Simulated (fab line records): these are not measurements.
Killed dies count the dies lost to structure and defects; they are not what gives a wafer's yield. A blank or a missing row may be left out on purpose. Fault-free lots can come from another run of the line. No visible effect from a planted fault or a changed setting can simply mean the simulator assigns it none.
fab line records || flow ritCmos
record {"lots": 5, "wafers": 15, "lastDay": 8}
route steps=202 shown CONTACT@183 M1@184
lots with no fault: from the same line, run without faults
startH: the number of hours between the record's first day and the start of the first shown wafer of the lot || waitH: time in hours since the lot's previous step || " as in the row above || L1.1+2: one row covering several wafers at once || - no value, or no start given || * or withheld: withheld || < > ~ a bound
route shown NAME@n: names a module that has steps shown in the file, with the first one's number in the route || usual: average and standard deviation across the fault-free wafers || same: alike in all rows || chamber/n: place in a boat || sites: readings site by site || _std_site: standard deviation across them || _edge_site: the outer-site mean with the inner-site mean subtracted || radiusMm: for every site, how far away it sits from the centre of the wafer || mask NAME#n: copy n || behind: the tool/chamber that last shaped the wafer || hold: cause of the lot's hold/its duration in hours/its outcome || device: names the non-switching transistor (n, p or np) || end of line: tests run on the same wafers once the route is complete || a step with no rows: only its recipe || killed: dies that structure and defects cost at the first sort, which is not the same as the wafer's yield || map: dies across one wafer; x = killed, . = not, _ = none there
set.NAME: the setting as run; set.NAME@STEP: as run at that earlier step || model.NAME: the simulator's own value behind a step, which no gauge read
lots seen at some steps along the route; tables by step, rows by wafer
services: the hour from which a tool's chamber was out of use, counted from the record's first day as startH (under 0 if before that day), plus the number of hours and why
## steps
# step RIT_CONTACT_CLEAN_14
# recipe {"chemistry": "SC2", "mix": "3:3:50", "timeS": 600, "tempC": 75, "dry": "n2Spin"}
{"lot.wafer": "L077.1+3+5", "tool": "wetBench-01", "chamber": 2, "startH": 70.80, "waitH": 0.0}
{"lot.wafer": "L081.2+5+6", "tool": "wetBench-01", "chamber": 2, "startH": 92.58, "waitH": 0.0}
{"lot.wafer": "L084.1+2+5", "tool": "wetBench-01", "chamber": 0, "startH": 107.26, "waitH": 0.0}
{"lot.wafer": "L088.3+5+6", "tool": "wetBench-04", "chamber": 3, "startH": 132.47, "waitH": 0.0}
{"lot.wafer": "L097.2+5+6", "tool": "wetBench-04", "chamber": 1, "startH": 189.34, "waitH": 0.0}
# step RIT_M1_SPUTTER_00
# recipe {"material": "Al", "targetThkNm": 400, "powerW": 2000, "chamberPressurePa": 0.4, "gas": "Ar", "timeS": 500, "substrateTempC": 25}
# usual {"throttleValvePct": "29.7/0.99"}
{"lot.wafer": "L077.1", "tool": "pvdSputter-02", "chamber": "-", "startH": 70.99, "waitH": 0.0, "throttleValvePct": 30.4}
{"lot.wafer": "L077.3", "tool": "pvdSputter-02", "chamber": "-", "startH": 70.99, "waitH": 0.0, "throttleValvePct": 29.4}
{"lot.wafer": "L077.5", "tool": "pvdSputter-02", "chamber": "-", "startH": 70.99, "waitH": 0.0, "throttleValvePct": 28.8}
{"lot.wafer": "L081.2", "tool": "pvdSputter-02", "chamber": "-", "startH": 92.76, "waitH": 0.0, "throttleValvePct": 28.9}
{"lot.wafer": "L081.5", "tool": "pvdSputter-02", "chamber": "-", "startH": 92.76, "waitH": 0.0, "throttleValvePct": 30.5}
{"lot.wafer": "L081.6", "tool": "pvdSputter-02", "chamber": "-", "startH": 92.76, "waitH": 0.0, "throttleValvePct": 29.2}
{"lot.wafer": "L084.1", "tool": "pvdSputter-02", "chamber": "-", "startH": 107.45, "waitH": 0.0, "throttleValvePct": 28.7}
{"lot.wafer": "L084.2", "tool": "pvdSputter-02", "chamber": "-", "startH": 107.45, "waitH": 0.0, "throttleValvePct": 30.5}
{"lot.wafer": "L084.5", "tool": "pvdSputter-02", "chamber": "-", "startH": 107.45, "waitH": 0.0, "throttleValvePct": 30.5}
{"lot.wafer": "L088.3", "tool": "pvdSputter-02", "chamber": "-", "startH": 132.64, "waitH": 0.0, "throttleValvePct": 29.4}
{"lot.wafer": "L088.5", "tool": "pvdSputter-02", "chamber": "-", "startH": 132.64, "waitH": 0.0, "throttleValvePct": 30.5}
{"lot.wafer": "L088.6", "tool": "pvdSputter-02", "chamber": "-", "startH": 132.64, "waitH": 0.0, "throttleValvePct": 28.5}
{"lot.wafer": "L097.2", "tool": "pvdSputter-02", "chamber": "-", "startH": 189.55, "waitH": 0.0, "throttleValvePct": 29.0}
{"lot.wafer": "L097.5", "tool": "pvdSputter-02", "chamber": "-", "startH": 189.55, "waitH": 0.0, "throttleValvePct": 29.4}
{"lot.wafer": "L097.6", "tool": "pvdSputter-02", "chamber": "-", "startH": 189.55, "waitH": 0.0, "throttleValvePct": 28.7}
# step RIT_M1_RS_MEAS_01
# recipe {"thkMeasGauge": "four-point-probe", "reads": "Al_of_M1_SPUTTER_00"}
# usual {"M1_AL_RS": "0.0731/0.0009"}
{"lot.wafer": "L077.1", "tool": "filmMetro-03", "chamber": "-", "startH": 71.29, "waitH": 0.1, "M1_AL_RS[ohm/sq]": 0.0701}
{"lot.wafer": "L077.3", "tool": "filmMetro-03", "chamber": "-", "startH": 71.29, "waitH": 0.1, "M1_AL_RS[ohm/sq]": 0.0728}
{"lot.wafer": "L077.5", "tool": "filmMetro-03", "chamber": "-", "startH": 71.29, "waitH": 0.1, "M1_AL_RS[ohm/sq]": 0.0712}
{"lot.wafer": "L081.2", "tool": "filmMetro-02", "chamber": "-", "startH": 93.07, "waitH": 0.2, "M1_AL_RS[ohm/sq]": 0.0728}
{"lot.wafer": "L081.5", "tool": "filmMetro-02", "chamber": "-", "startH": 93.07, "waitH": 0.2, "M1_AL_RS[ohm/sq]": 0.0722}
{"lot.wafer": "L081.6", "tool": "filmMetro-02", "chamber": "-", "startH": 93.07, "waitH": 0.2, "M1_AL_RS[ohm/sq]": 0.0725}
{"lot.wafer": "L084.1", "tool": "filmMetro-02", "chamber": "-", "startH": 107.74, "waitH": 0.1, "M1_AL_RS[ohm/sq]": 0.0720}
{"lot.wafer": "L084.2", "tool": "filmMetro-02", "chamber": "-", "startH": 107.74, "waitH": 0.1, "M1_AL_RS[ohm/sq]": 0.0708}
{"lot.wafer": "L084.5", "tool": "filmMetro-02", "chamber": "-", "startH": 107.74, "waitH": 0.1, "M1_AL_RS[ohm/sq]": 0.0711}
{"lot.wafer": "L088.3", "tool": "filmMetro-01", "chamber": "-", "startH": 132.98, "waitH": 0.2, "M1_AL_RS[ohm/sq]": 0.0738}
{"lot.wafer": "L088.5", "tool": "filmMetro-01", "chamber": "-", "startH": 132.98, "waitH": 0.2, "M1_AL_RS[ohm/sq]": 0.0724}
{"lot.wafer": "L088.6", "tool": "filmMetro-01", "chamber": "-", "startH": 132.98, "waitH": 0.2, "M1_AL_RS[ohm/sq]": 0.0729}
{"lot.wafer": "L097.2", "tool": "filmMetro-03", "chamber": "-", "startH": 189.86, "waitH": 0.2, "M1_AL_RS[ohm/sq]": 0.0731}
{"lot.wafer": "L097.5", "tool": "filmMetro-03", "chamber": "-", "startH": 189.86, "waitH": 0.2, "M1_AL_RS[ohm/sq]": 0.0746}
{"lot.wafer": "L097.6", "tool": "filmMetro-03", "chamber": "-", "startH": 189.86, "waitH": 0.2, "M1_AL_RS[ohm/sq]": 0.0727}
# step RIT_M1_THK_MEAS_02
# recipe {"thkMeasGauge": "xrf", "reads": "Al_of_M1_SPUTTER_00"}
# usual {"M1_AL_THK": "404/5.4"}
{"lot.wafer": "L077.1", "tool": "filmMetro-03", "chamber": "-", "startH": 71.41, "waitH": 0.1, "M1_AL_THK[nm]": 420}
{"lot.wafer": "L077.3", "tool": "filmMetro-03", "chamber": "-", "startH": 71.41, "waitH": 0.1, "M1_AL_THK[nm]": 405}
{"lot.wafer": "L077.5", "tool": "filmMetro-03", "chamber": "-", "startH": 71.41, "waitH": 0.1, "M1_AL_THK[nm]": 413}
{"lot.wafer": "L081.2", "tool": "filmMetro-02", "chamber": "-", "startH": 93.18, "waitH": 0.1, "M1_AL_THK[nm]": 404}
{"lot.wafer": "L081.5", "tool": "filmMetro-02", "chamber": "-", "startH": 93.18, "waitH": 0.1, "M1_AL_THK[nm]": 406}
{"lot.wafer": "L081.6", "tool": "filmMetro-02", "chamber": "-", "startH": 93.18, "waitH": 0.1, "M1_AL_THK[nm]": 407}
{"lot.wafer": "L084.1", "tool": "filmMetro-02", "chamber": "-", "startH": 107.86, "waitH": 0.1, "M1_AL_THK[nm]": 406}
{"lot.wafer": "L084.2", "tool": "filmMetro-02", "chamber": "-", "startH": 107.86, "waitH": 0.1, "M1_AL_THK[nm]": 414}
{"lot.wafer": "L084.5", "tool": "filmMetro-02", "chamber": "-", "startH": 107.86, "waitH": 0.1, "M1_AL_THK[nm]": 411}
{"lot.wafer": "L088.3", "tool": "filmMetro-01", "chamber": "-", "startH": 133.08, "waitH": 0.1, "M1_AL_THK[nm]": 401}
{"lot.wafer": "L088.5", "tool": "filmMetro-01", "chamber": "-", "startH": 133.08, "waitH": 0.1, "M1_AL_THK[nm]": 409}
{"lot.wafer": "L088.6", "tool": "filmMetro-01", "chamber": "-", "startH": 133.08, "waitH": 0.1, "M1_AL_THK[nm]": 407}
{"lot.wafer": "L097.2", "tool": "filmMetro-03", "chamber": "-", "startH": 189.97, "waitH": 0.1, "M1_AL_THK[nm]": 404}
{"lot.wafer": "L097.5", "tool": "filmMetro-03", "chamber": "-", "startH": 189.97, "waitH": 0.1, "M1_AL_THK[nm]": 397}
{"lot.wafer": "L097.6", "tool": "filmMetro-03", "chamber": "-", "startH": 189.97, "waitH": 0.1, "M1_AL_THK[nm]": 405}
# step RIT_M1_HMDS_03
# recipe {"primeTimeS": 60, "primeTempC": 140}
{"lot.wafer": "L077.1+3+5", "tool": "lithoTrack-02", "chamber": 0, "startH": 71.66, "waitH": 0.2}
{"lot.wafer": "L081.2+5+6", "tool": "lithoTrack-02", "chamber": 0, "startH": 93.26, "waitH": 0.1}
{"lot.wafer": "L084.1+2+5", "tool": "lithoTrack-04", "chamber": 0, "startH": 107.92, "waitH": 0.1}
{"lot.wafer": "L088.3+5+6", "tool": "lithoTrack-03", "chamber": 0, "startH": 133.17, "waitH": 0.1}
{"lot.wafer": "L097.2+5+6", "tool": "lithoTrack-03", "chamber": 0, "startH": 190.36, "waitH": 0.4}
# step RIT_M1_COAT_04
# recipe {"resist": "NOVOLAK", "spinRpm": 2000, "resistThkNm": 1300}
# usual {"dispensePressureKPa": "52/6.5", "spinSpeedRpm": "1999.7/1.5"}
{"lot.wafer": "L077.1", "tool": "lithoTrack-02", "chamber": 0, "startH": 71.81, "waitH": 0.1, "dispensePressureKPa": 59, "spinSpeedRpm": 1999.5}
{"lot.wafer": "L077.3", "tool": "lithoTrack-02", "chamber": 0, "startH": 71.81, "waitH": 0.1, "dispensePressureKPa": 59, "spinSpeedRpm": 1999.6}
{"lot.wafer": "L077.5", "tool": "lithoTrack-02", "chamber": 0, "startH": 71.81, "waitH": 0.1, "dispensePressureKPa": 59, "spinSpeedRpm": 1999.5}
{"lot.wafer": "L081.2", "tool": "lithoTrack-02", "chamber": 0, "startH": 93.41, "waitH": 0.1, "dispensePressureKPa": 59, "spinSpeedRpm": 1999.7}
{"lot.wafer": "L081.5", "tool": "lithoTrack-02", "chamber": 0, "startH": 93.41, "waitH": 0.1, "dispensePressureKPa": 59, "spinSpeedRpm": 2000.1}
{"lot.wafer": "L081.6", "tool": "lithoTrack-02", "chamber": 0, "startH": 93.41, "waitH": 0.1, "dispensePressureKPa": 59, "spinSpeedRpm": 1999.5}
{"lot.wafer": "L084.1", "tool": "lithoTrack-04", "chamber": 0, "startH": 108.07, "waitH": 0.1, "dispensePressureKPa": 45, "spinSpeedRpm": 1998.4}
{"lot.wafer": "L084.2", "tool": "lithoTrack-04", "chamber": 0, "startH": 108.07, "waitH": 0.1, "dispensePressureKPa": 45, "spinSpeedRpm": 2000.0}
{"lot.wafer": "L084.5", "tool": "lithoTrack-04", "chamber": 0, "startH": 108.07, "waitH": 0.1, "dispensePressureKPa": 45, "spinSpeedRpm": 2001.5}
{"lot.wafer": "L088.3", "tool": "lithoTrack-03", "chamber": 0, "startH": 133.32, "waitH": 0.1, "dispensePressureKPa": 57, "spinSpeedRpm": 2000.7}
{"lot.wafer": "L088.5", "tool": "lithoTrack-03", "chamber": 0, "startH": 133.32, "waitH": 0.1, "dispensePressureKPa": 58, "spinSpeedRpm": 2001.2}
{"lot.wafer": "L088.6", "tool": "lithoTrack-03", "chamber": 0, "startH": 133.32, "waitH": 0.1, "dispensePressureKPa": 58, "spinSpeedRpm": 1998.7}
{"lot.wafer": "L097.2", "tool": "lithoTrack-03", "chamber": 0, "startH": 190.51, "waitH": 0.1, "dispensePressureKPa": 58, "spinSpeedRpm": 2000.4}
{"lot.wafer": "L097.5", "tool": "lithoTrack-03", "chamber": 0, "startH": 190.51, "waitH": 0.1, "dispensePressureKPa": 58, "spinSpeedRpm": 2001.0}
{"lot.wafer": "L097.6", "tool": "lithoTrack-03", "chamber": 0, "startH": 190.51, "waitH": 0.1, "dispensePressureKPa": 58, "spinSpeedRpm": 2001.9}
# step RIT_M1_SOFTBAKE_05
# recipe {"resist": "NOVOLAK", "tempC": 90, "timeS": 60}
{"lot.wafer": "L077.1+3+5", "tool": "lithoTrack-02", "chamber": 0, "startH": 71.96, "waitH": 0.1}
{"lot.wafer": "L081.2+5+6", "tool": "lithoTrack-02", "chamber": 0, "startH": 93.56, "waitH": 0.1}
{"lot.wafer": "L084.1+2+5", "tool": "lithoTrack-04", "chamber": 0, "startH": 108.22, "waitH": 0.1}
{"lot.wafer": "L088.3+5+6", "tool": "lithoTrack-03", "chamber": 0, "startH": 133.47, "waitH": 0.1}
{"lot.wafer": "L097.2+5+6", "tool": "lithoTrack-03", "chamber": 0, "startH": 190.66, "waitH": 0.1}
## services
{"tool": "wetBench-04", "chamber": "-", "startH": 88.83, "hours": 1.9, "kind": "pm"}
{"tool": "wetBench-04", "chamber": "-", "startH": 103.31, "hours": 1.6, "kind": "repair"}
{"tool": "wetBench-01", "chamber": "-", "startH": 136.99, "hours": 4.4, "kind": "repair"}
{"tool": "pvdSputter-02", "chamber": "-", "startH": 137.72, "hours": 1.1, "kind": "repair"}
## key
fault none
